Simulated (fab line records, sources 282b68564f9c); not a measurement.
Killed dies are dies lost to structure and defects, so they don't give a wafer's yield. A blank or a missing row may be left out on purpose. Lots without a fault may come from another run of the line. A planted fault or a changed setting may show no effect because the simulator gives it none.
Tool commonality check | flow rit_cmos | 14 lots, 42 wafers sampled

WHY IT WAS OPENED
At RIT_NLDD_TW_MEAS_10 the reading NLDD_TW is flagged on 2 of 14 lots. Wafers without a fault read 2497, standard deviation 14.
Rule: a lot is flagged when every wafer of it that has a number lies more than 4 standard deviations from that mean, or none has a number. The other lots count as sound.

lot  | measured    | on            | NLDD_TW, wafer by wafer | flag
L197 | day 2 17:58 | film_metro-04 | 2477 2469 2480          |
L198 | day 2 23:07 | film_metro-01 | 2527 2516 2511          |
L199 | day 3 03:35 | film_metro-01 | 2514 2516 2506          |
L201 | day 3 15:09 | film_metro-01 | 2514 2523 2517          |
L202 | day 3 19:01 | film_metro-04 | 2514 2525 2514          |
L203 | day 3 23:07 | film_metro-02 | 30 30 30                | FLAGGED
L204 | day 4 04:22 | film_metro-02 | 30 30 30                | FLAGGED
L212 | day 5 20:58 | film_metro-01 | 2495 2502 2497          |
L213 | day 6 02:44 | film_metro-04 | 2480 2486 2488          |
L216 | day 6 16:35 | film_metro-02 | 2500 2505 2503          |
L217 | day 6 22:21 | film_metro-01 | 2479 2488 2489          |
L218 | day 7 03:33 | film_metro-02 | 2501 2477 2479          |
L219 | day 7 08:11 | film_metro-04 | 2460 2487 2474          |
L220 | day 7 12:13 | film_metro-01 | 2499 2509 2504          |
The numbers of the flagged lots are 30 on average: -2467 against the usual, or -99 or more standard deviations.

WHICH TOOL RAN EACH LOT
The record holds 1 process step before the reading, out of a route of 202 steps. In each cell: the tool, then ch and the chambers that the sampled wafers went through, then the start.
lot  | flag    | RIT_NLDD_DEVELOP_05
L197 |         | litho_track-04 ch 0, day 2 17:00
L198 |         | litho_track-01 ch 0, day 2 22:00
L199 |         | litho_track-04 ch 0, day 3 02:00
L201 |         | litho_track-01 ch 0, day 3 14:00
L202 |         | litho_track-01 ch 0, day 3 18:00
L203 | FLAGGED | litho_track-04 ch 0, day 3 22:00
L204 | FLAGGED | litho_track-04 ch 0, day 4 03:00
L212 |         | litho_track-03 ch 0, day 5 20:00
L213 |         | litho_track-01 ch 0, day 6 02:00
L216 |         | litho_track-04 ch 0, day 6 15:00
L217 |         | litho_track-01 ch 0, day 6 21:00
L218 |         | litho_track-04 ch 0, day 7 02:00
L219 |         | litho_track-01 ch 0, day 7 07:00
L220 |         | litho_track-04 ch 0, day 7 11:00
What these steps do:
- RIT_NLDD_DEVELOP_05: develop time 50 s.
- RIT_NLDD_TW_MEAS_10

FLAGGED OVER TOTAL, TOOL BY TOOL (the gauges that took the reading come last)
step                | tool           | lots run | flagged | share of the flagged lots | sound lots run after its first flagged lot
RIT_NLDD_DEVELOP_05 | litho_track-01 | 6        | 0       | none                      | -
RIT_NLDD_DEVELOP_05 | litho_track-03 | 1        | 0       | none                      | -
RIT_NLDD_DEVELOP_05 | litho_track-04 | 7        | 2       | all                       | 3 (L216,L218,L220)
RIT_NLDD_TW_MEAS_10 | film_metro-01  | 6        | 0       | none                      | -
RIT_NLDD_TW_MEAS_10 | film_metro-02  | 4        | 2       | all                       | 2 (L216,L218)
RIT_NLDD_TW_MEAS_10 | film_metro-04  | 4        | 0       | none                      | -

WHAT THE TABLE ALLOWS
2 rows of the table ran every flagged lot: litho_track-04 at RIT_NLDD_DEVELOP_05, film_metro-02 at RIT_NLDD_TW_MEAS_10.
- litho_track-04 at RIT_NLDD_DEVELOP_05: 2 of its 7 lots flagged. Sound lots ran on it after the first flagged one (L216, L218, L220), which a lasting fault on the whole tool wouldn't allow.
- film_metro-02 at RIT_NLDD_TW_MEAS_10: 2 of its 4 lots flagged. Sound lots ran on it after the first flagged one (L216, L218), which a lasting fault on the whole tool wouldn't allow.
No row of the table ran every flagged lot and no sound lot after the first.

WHAT THE SIMULATOR HAD PUT IN
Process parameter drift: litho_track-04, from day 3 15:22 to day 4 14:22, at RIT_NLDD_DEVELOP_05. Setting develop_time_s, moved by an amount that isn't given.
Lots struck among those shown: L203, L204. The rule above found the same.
